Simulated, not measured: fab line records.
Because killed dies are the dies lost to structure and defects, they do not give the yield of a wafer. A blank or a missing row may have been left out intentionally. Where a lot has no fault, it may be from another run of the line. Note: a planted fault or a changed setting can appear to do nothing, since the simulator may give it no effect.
A struck lot beside a sound one    flow rit cmos    43 steps out of a route of 202
Sound: wafers L223.1, L223.3, L223.6. Struck: wafers L226.1, L226.2, L226.4. The cause is given at the end.
At each step with rows: each side's tool, then ch and its chambers, then its first start. Under that, the readings that differ: sound wafers    struck wafers    difference of the means    sigmas: that difference in standard deviations of wafers without a fault.
alike: same words and numbers on both sides, and readings whose means sit less than 2 such deviations apart. not compared: any withheld reading, any reading some wafer has no value for, any bound like >300 that may hide the same value, and any number with overlapping values for which the record gives no deviation.
The two part at a step that has a row with sigmas, a row that says differs or no value, or rows on one side only. Non-overlapping numbers with no deviation appear without sigmas and do not part them. Lack of a reading on every wafer of one side parts them only where that side has two or more wafers.

first, 1 step without rows for these wafers: RIT_ACTIVE_DEVELOP_10 (develop time 50 s).
RIT_ACTIVE_CD_MEAS_11: the cd target is 1400 nm.
  sound on cd sem-01 at day 2 16:03; struck on cd sem-01 at day 3 08:33
reading     sound                 struck                difference  sigmas
cd nm (nm)  1404.2 1405.6 1402.2  1399.8 1398.7 1399.9  -4.5        -2
then, 1 step without rows for these wafers: RIT_ACTIVE_HARDBAKE_12 (time 60 s).
RIT_ACTIVE_ETCH_13: etches Si3N4 in SF6, stops on SiO2, time 210 s, target depth 210 nm.
  sound on rie diel-01 ch 0,2,3, day 2 16:21; struck on rie diel-01 ch 0,1,2, day 3 08:49
  alike: SF6_flow_sccm, drypump motor current A, oes product au, throttle valve pct
  not compared: rf hours counter h
RIT_ACTIVE_STRIP_14: strips in O2, time 180 s.
  sound on plasma asher-03 ch 1, day 2 16:29; struck on plasma asher-04 ch 0,1, day 3 08:58
  alike: drypump motor current A
  not compared: rf hours counter h
RIT_ACTIVE_CD_MEAS_90: the cd target is 1400 nm.
  sound on cd sem-01 at day 2 16:40; struck on cd sem-02 at day 3 09:08
reading     sound                 struck                difference  sigmas
cd nm (nm)  1404.3 1405.5 1402.2  1399.6 1398.3 1399.7  -4.8        -2
then, 4 steps without rows for these wafers: RIT_ACTIVE_CLEAN_15 (cleans in SC1, time 600 s); RIT_ACTIVE_CLEAN_16 (cleans in dHF, time 30 s); RIT_ACTIVE_CLEAN_17 (cleans in SC2, time 600 s); RIT_FOX1_OXIDATION_00 (target thk 350.7 nm, ox time 1130 s).
RIT_FOX1_THK_MEAS_01:
  sound on film metro-02 at day 2 18:28; struck on film metro-04 at day 3 11:14
  alike: FOX1_OXIDE_THK
then, 1 step without rows for these wafers: RIT_FOX1_WET_ETCH_02 (etches SiO2 in BOE, target depth 350 nm, time 390 s).
RIT_FOX2_OXIDATION_00: target thk 350.7 nm, ox time 1158 s.
  sound on furnace-03 ch 0, day 2 18:38; struck on furnace-03 ch 0, day 3 11:25
reading                                      sound                 struck                difference  sigmas
spike tc centre C (C)                        1102.3 1102.7 1103.9  1116.7 1118.2 1118.4  +14.8       +13
spike tc load C (C)                          1130.5 1131.3 1128.9  1146.2 1145.3 1144.3  +15.0       +8
spike tc source C (C)                        1130 1129 1130        1144 1142 1143        +13         +4
tube center temp C (C)                       1100.1 1100 1100.1    1115.2 1114.9 1114.8  +14.9       +99 or more
tube_center_temp_C_max                       1102.2 1103.0 1103.1  1118.2 1117.1 1117.8  +14.9       +29
model.SiO2_of_FOX2_OXIDATION_00.thk nm (nm)  342 346.8 344.9       386.6 388.5 385.2     +42.2       
RIT_FOX2_THK_MEAS_01:
  sound on film metro-04 at day 2 19:57; struck on film metro-04 at day 3 12:57
reading              sound        struck       difference  sigmas
FOX2_OXIDE_THK (nm)  342 347 345  387 389 386  +43         +5
  not compared: hold
then, 1 step without rows for these wafers: RIT_FOX2_WET_ETCH_03 (etches Si3N4 in H3PO4, target depth 195 nm, time 2700 s).
RIT_FOX2_THK_MEAS_90:
  sound on film metro-01 at day 2 20:50; struck on film metro-01 at day 3 17:59
reading                      sound        struck       difference  sigmas
FIELD_OXIDE_LEFT_1_THK (nm)  314 319 317  359 361 357  +42         +5
  not compared: hold
then, 5 steps without rows for these wafers: RIT_NWELL_COAT_01 (resist thk 1300 nm); RIT_NWELL_SOFTBAKE_02 (time 60 s); RIT_NWELL_EXPOSE_03 (exposes mask M2, target cd 43900 nm); RIT_NWELL_PEB_04; RIT_NWELL_DEVELOP_05 (develop time 68 s).
RIT_NWELL_OVL_MEAS_06:
  sound on overlay-01 at day 2 21:53; struck on overlay-01 at day 4 00:44
  alike: NWELL_OVL
then, 2 steps without rows for these wafers: RIT_NWELL_HARDBAKE_07 (time 120 s); RIT_NWELL_IMPLANT_08.
RIT_NWELL_STRIP_09: strips in O2, time 180 s.
  sound on plasma asher-03 ch 0,1, day 2 22:20; struck on plasma asher-04 ch 0,1, day 4 01:11
  alike: drypump motor current A
  not compared: rf hours counter h
RIT_NWELL_TW_MEAS_10:
  sound on film metro-04 at day 2 22:31; struck on film metro-02 at day 4 01:21
  alike: NWELL_TW
then, 6 steps without rows for these wafers: RIT_PWELL_HMDS_00 (prime time 60 s); RIT_PWELL_COAT_01 (resist thk 1300 nm); RIT_PWELL_SOFTBAKE_02 (time 60 s); RIT_PWELL_EXPOSE_03 (exposes mask M3, target cd 43700 nm); RIT_PWELL_PEB_04; RIT_PWELL_DEVELOP_05 (develop time 68 s).
RIT_PWELL_OVL_MEAS_06:
  sound on overlay-01 at day 2 23:27; struck on overlay-02 at day 4 02:34
  alike: PWELL_OVL
then, 2 steps without rows for these wafers: RIT_PWELL_HARDBAKE_07 (time 120 s); RIT_PWELL_IMPLANT_08.
RIT_PWELL_STRIP_09: strips in O2, time 180 s.
  sound on plasma asher-02 ch 0,1, day 2 23:53; struck on plasma asher-03 ch 0,1, day 4 03:00
  alike: drypump motor current A
  not compared: rf hours counter h
RIT_PWELL_TW_MEAS_10:
  sound on film metro-03 at day 3 00:04; struck on film metro-04 at day 4 03:10
reading   sound        struck       difference  sigmas
PWELL_TW  958 959 956  972 976 973  +16         +3
then, 1 step without rows for these wafers: RIT_WELLDRIVE_ANNEAL_00 (time 14700 s).
RIT_WELLDRIVE_RS_MEAS_01: measurement is done with a four-point probe.
  sound on film metro-02 at day 3 05:12; struck on film metro-02 at day 4 08:19
  alike: NWELL_RS
RIT_WELLDRIVE_RS_MEAS_02: measurement is done with a four-point probe.
  sound on film metro-02 at day 3 05:19; struck on film metro-02 at day 4 08:26
  alike: PWELL_RS
RIT_FOX2_THK_MEAS_91:
  sound on film metro-03 at day 3 09:20; struck on film metro-04 at day 4 13:04
reading                      sound        struck       difference  sigmas
FIELD_OXIDE_LEFT_2_THK (nm)  246 251 249  290 292 289  +42         +5
RIT_SILICIDE_WET_ETCH_00: etches SiO2 in BOE, target depth 14 nm, time 15 s.
  sound on wet bench-04 ch 1, day 4 08:42; struck on wet bench-03 ch 1, day 5 10:48
reading                                      sound              struck             difference  sigmas
model.SiO2_of_FOX2_OXIDATION_00.thk nm (nm)  142.4 146.5 144.5  184.3 187.2 184.1  +40.7       
RIT_M1_PROBE_99:
  sound on prober-01 at day 4 15:59; struck on prober-02 at day 5 17:35
  no value came back on the struck wafers for model.etest.pldd.width nm (nm), model.etest.field n.vt v (V), model.etest.field p.vt v (V); on the sound wafers model.etest.pldd.width nm (nm) reads 3196 3191 3188
  alike: killed at contacts, killed at front end, killed dies, killed open, killed short

WHERE THEY PART
Earliest at RIT_ACTIVE_CD_MEAS_11; latest, in this record, at RIT_M1_PROBE_99.

WHY: what had been put in by the simulator
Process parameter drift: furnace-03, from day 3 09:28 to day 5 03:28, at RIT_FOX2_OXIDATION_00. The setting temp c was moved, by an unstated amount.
